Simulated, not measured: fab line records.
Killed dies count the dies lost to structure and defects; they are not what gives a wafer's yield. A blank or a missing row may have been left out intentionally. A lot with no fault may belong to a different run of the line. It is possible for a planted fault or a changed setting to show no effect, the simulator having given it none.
What tool caused it?	flow berkeleyCmos170	7 lots, 21 wafers sampled, at 3 steps of a route of 331

WHAT EACH GAUGE READ, for each wafer
UCB170_V1_THK_MEAS_01.
lot	measured	on	V1_TEOS_THK (nm)
L357	day 9 07:33	filmMetro-01	1978 2025 2016
L359	day 9 10:13	filmMetro-03	1984 2021 2012
L362	day 10 02:44	filmMetro-01	1974 1977 1941
L365	day 10 17:42	filmMetro-01	1969 2026 1992
L367	day 11 01:10	filmMetro-01	2011 1990 2025
L373	day 12 00:04	filmMetro-01	2176 2191 2219
L378	day 13 03:33	filmMetro-02	2190 2190 2216

WHAT TOOL EACH LOT RAN ON (gives the tool, then ch and the chambers of the sampled wafers, and finally the start)
lot	UCB170_NSD_STRIP_09	UCB170_V1_CVD_00
L357	plasmaAsher-04 ch 0,1, day 8 21:08	pecvd-02 ch 0,1,2, day 9 07:24
L359	plasmaAsher-04 ch 0,1, day 8 21:52	pecvd-03 ch 0,1,2, day 9 10:04
L362	plasmaAsher-04 ch 0,1, day 9 14:58	pecvd-03 ch 0,1,2, day 10 02:35
L365	plasmaAsher-01 ch 0,1, day 10 06:05	pecvd-03 ch 0,2, day 10 17:31
L367	plasmaAsher-04 ch 0,1, day 10 12:46	pecvd-02 ch 0,1,2, day 11 01:00
L373	plasmaAsher-01 ch 0,1, day 11 08:34	pecvd-03 ch 1,2, day 11 23:54
L378	plasmaAsher-04 ch 0,1, day 12 12:08	pecvd-03 ch 0,1, day 13 03:23
- UCB170_NSD_STRIP_09: strips in O2.
- UCB170_V1_CVD_00: deposits SiO2 from TEOS/O2, target thk 2000 nm, time 250 s.

THE ANSWER, worked out from the rows above alone
Rule: the usual values come from the lots themselves. Put in order of their means at a reading, lots are off if they are a third of the lots or fewer, leave a main group of 4 or more, and stand apart from it by a gap of 3 or more times the standard deviation of the main group's means; of several such gaps the widest counts. Not used: any main group whose means are identical at the precision the tables above print for the reading. Also off: a lot with no number at a reading for which 4 or more lots have one. Any other lot the step has rows for is counted as sound.
Off: L373, L378, at UCB170_V1_THK_MEAS_01 (V1_TEOS_THK). Mean 1996 nm and standard deviation 17 in the main group.
If a tool, at a process step before that reading, ran all the lots that are off and no sound lot after the first of them, it fits. Gauges at UCB170_V1_THK_MEAS_01: tried the same way as those tools. One candidate fits, namely pecvd-03 at UCB170_V1_CVD_00. Its last sound lot is L365 (day 10 17:31), its first lot that is off L373 (day 11 23:54): a fault that began between those two fits.

WHAT WAS PUT IN BY THE SIMULATOR
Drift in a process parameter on pecvd-03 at UCB170_V1_CVD_00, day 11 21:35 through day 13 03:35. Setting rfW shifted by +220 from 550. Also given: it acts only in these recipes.
Lots struck among those shown: L373, L378. The same result came from the rule above.
